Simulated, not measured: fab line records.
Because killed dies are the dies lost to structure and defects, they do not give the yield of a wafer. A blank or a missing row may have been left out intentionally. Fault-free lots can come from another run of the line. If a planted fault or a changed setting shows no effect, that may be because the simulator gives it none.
Split-lot experiment / flow berkeley_cmos170 / 23 wafers read across 5 lots, on a route 331 steps long

## THE SPLIT
At UCB170_M1_COAT_04 (resist thk 900 nm), the setting resist_thk_nm was moved away from the recipe's 900 nm on 7 of the 23 wafers read, by +5.0% to +5.8%. This setting was run at the recipe's value on the other wafers.

The split's own step is where the reading is taken.

## THE READING
KrF_of_M1_COAT_04.thk_nm (the simulator's own value, which no gauge read), in nm, at UCB170_M1_COAT_04 (resist thk 900 nm). There is no usual value for it anywhere in the file. The 16 wafers here that ran the recipe average 897.7 nm, standard deviation 2.4 nm.

wafer=L075.3; tool, chamber at the split=litho_track-02, 0; resist_thk_nm as run, nm=900; against the recipe=recipe; KrF_of_M1_COAT_04.thk_nm, nm=898.8; against lot-mates on the recipe=-
wafer=L075.4; tool, chamber at the split=litho_track-02, 0; resist_thk_nm as run, nm=900; against the recipe=recipe; KrF_of_M1_COAT_04.thk_nm, nm=899.5; against lot-mates on the recipe=-
wafer=L075.5; tool, chamber at the split=litho_track-02, 0; resist_thk_nm as run, nm=900; against the recipe=recipe; KrF_of_M1_COAT_04.thk_nm, nm=902.3; against lot-mates on the recipe=-
wafer=L079.1; tool, chamber at the split=litho_track-02, 0; resist_thk_nm as run, nm=900; against the recipe=recipe; KrF_of_M1_COAT_04.thk_nm, nm=892.7; against lot-mates on the recipe=-
wafer=L079.2; tool, chamber at the split=litho_track-02, 0; resist_thk_nm as run, nm=900; against the recipe=recipe; KrF_of_M1_COAT_04.thk_nm, nm=897.3; against lot-mates on the recipe=-
wafer=L079.3; tool, chamber at the split=litho_track-02, 0; resist_thk_nm as run, nm=900; against the recipe=recipe; KrF_of_M1_COAT_04.thk_nm, nm=895.9; against lot-mates on the recipe=-
wafer=L079.4; tool, chamber at the split=litho_track-02, 0; resist_thk_nm as run, nm=900; against the recipe=recipe; KrF_of_M1_COAT_04.thk_nm, nm=895.8; against lot-mates on the recipe=-
wafer=L079.6; tool, chamber at the split=litho_track-02, 0; resist_thk_nm as run, nm=900; against the recipe=recipe; KrF_of_M1_COAT_04.thk_nm, nm=898.1; against lot-mates on the recipe=-
wafer=L082.1; tool, chamber at the split=litho_track-03, 0; resist_thk_nm as run, nm=945.2; against the recipe=+5.0%; KrF_of_M1_COAT_04.thk_nm, nm=944; against lot-mates on the recipe=+48.1
wafer=L082.2; tool, chamber at the split=litho_track-03, 0; resist_thk_nm as run, nm=945.2; against the recipe=+5.0%; KrF_of_M1_COAT_04.thk_nm, nm=944.8; against lot-mates on the recipe=+48.9
wafer=L082.3; tool, chamber at the split=litho_track-03, 0; resist_thk_nm as run, nm=900; against the recipe=recipe; KrF_of_M1_COAT_04.thk_nm, nm=897; against lot-mates on the recipe=-
wafer=L082.5; tool, chamber at the split=litho_track-03, 0; resist_thk_nm as run, nm=945.2; against the recipe=+5.0%; KrF_of_M1_COAT_04.thk_nm, nm=940.1; against lot-mates on the recipe=+44.2
wafer=L082.6; tool, chamber at the split=litho_track-03, 0; resist_thk_nm as run, nm=900; against the recipe=recipe; KrF_of_M1_COAT_04.thk_nm, nm=894.7; against lot-mates on the recipe=-
wafer=L084.1; tool, chamber at the split=litho_track-03, 0; resist_thk_nm as run, nm=900; against the recipe=recipe; KrF_of_M1_COAT_04.thk_nm, nm=900.2; against lot-mates on the recipe=-
wafer=L084.3; tool, chamber at the split=litho_track-03, 0; resist_thk_nm as run, nm=900; against the recipe=recipe; KrF_of_M1_COAT_04.thk_nm, nm=895.5; against lot-mates on the recipe=-
wafer=L084.4; tool, chamber at the split=litho_track-03, 0; resist_thk_nm as run, nm=900; against the recipe=recipe; KrF_of_M1_COAT_04.thk_nm, nm=901.2; against lot-mates on the recipe=-
wafer=L084.5; tool, chamber at the split=litho_track-03, 0; resist_thk_nm as run, nm=952.4; against the recipe=+5.8%; KrF_of_M1_COAT_04.thk_nm, nm=952.4; against lot-mates on the recipe=+53.4
wafer=L084.6; tool, chamber at the split=litho_track-03, 0; resist_thk_nm as run, nm=952.4; against the recipe=+5.8%; KrF_of_M1_COAT_04.thk_nm, nm=953; against lot-mates on the recipe=+54.0
wafer=L085.1; tool, chamber at the split=litho_track-04, 0; resist_thk_nm as run, nm=900; against the recipe=recipe; KrF_of_M1_COAT_04.thk_nm, nm=897.4; against lot-mates on the recipe=-
wafer=L085.3; tool, chamber at the split=litho_track-04, 0; resist_thk_nm as run, nm=900; against the recipe=recipe; KrF_of_M1_COAT_04.thk_nm, nm=898.6; against lot-mates on the recipe=-
wafer=L085.4; tool, chamber at the split=litho_track-04, 0; resist_thk_nm as run, nm=900; against the recipe=recipe; KrF_of_M1_COAT_04.thk_nm, nm=898.2; against lot-mates on the recipe=-
wafer=L085.5; tool, chamber at the split=litho_track-04, 0; resist_thk_nm as run, nm=944.7; against the recipe=+5.0%; KrF_of_M1_COAT_04.thk_nm, nm=945.1; against lot-mates on the recipe=+47.0
wafer=L085.6; tool, chamber at the split=litho_track-04, 0; resist_thk_nm as run, nm=944.7; against the recipe=+5.0%; KrF_of_M1_COAT_04.thk_nm, nm=940.1; against lot-mates on the recipe=+42.0

FIT RESULTS
A straight line over all 23 wafers: KrF_of_M1_COAT_04.thk_nm changes by +9.18 nm for each +1% of resist_thk_nm; r = +0.99; the points scatter about the line by 2.4 nm.
The same after taking each lot's own level away (the mean of its wafers on the recipe; 23 wafers): +9.22 nm for each +1%; r = +1.00; scatter 1.9 nm.
On that fit, the largest move of resist_thk_nm shifts the reading by 54 nm.
Across the lots, their own levels run from 895.85 to 900.20 nm, a range of 1.8 times the standard deviation given above.
Hence the lot-to-lot level has little effect on the slope; both slopes agree.
Check: with one of the wafers moved furthest among these (+5.8%) left out of the fit, the line predicts +53.7 nm for it against its lot-mates. It came out at +53.4 nm against them.

## THE OTHER SPLITS THESE WAFERS WENT THROUGH
Other splits were also applied to these wafers ahead of the reading. Each is held against what the fit with the lots' levels taken away leaves over:
other split on the same wafers=UCB170_SILICIDE_SPUTTER_01 time_s; wafers away from the commonest value=10; r with KrF_of_M1_COAT_04.thk_nm (lot level and that fit taken away)=-0.01
other split on the same wafers=UCB170_CONTACT_COAT_10 resist_thk_nm; wafers away from the commonest value=8; r with KrF_of_M1_COAT_04.thk_nm (lot level and that fit taken away)=-0.15
other split on the same wafers=UCB170_CONTACT_PEB_13 peb_temp_c; wafers away from the commonest value=2; r with KrF_of_M1_COAT_04.thk_nm (lot level and that fit taken away)=+0.25

## FILE'S OWN FIT
KrF_of_M1_COAT_04.thk_nm changes by +9.19 nm for each +1% of resist_thk_nm, r = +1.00.
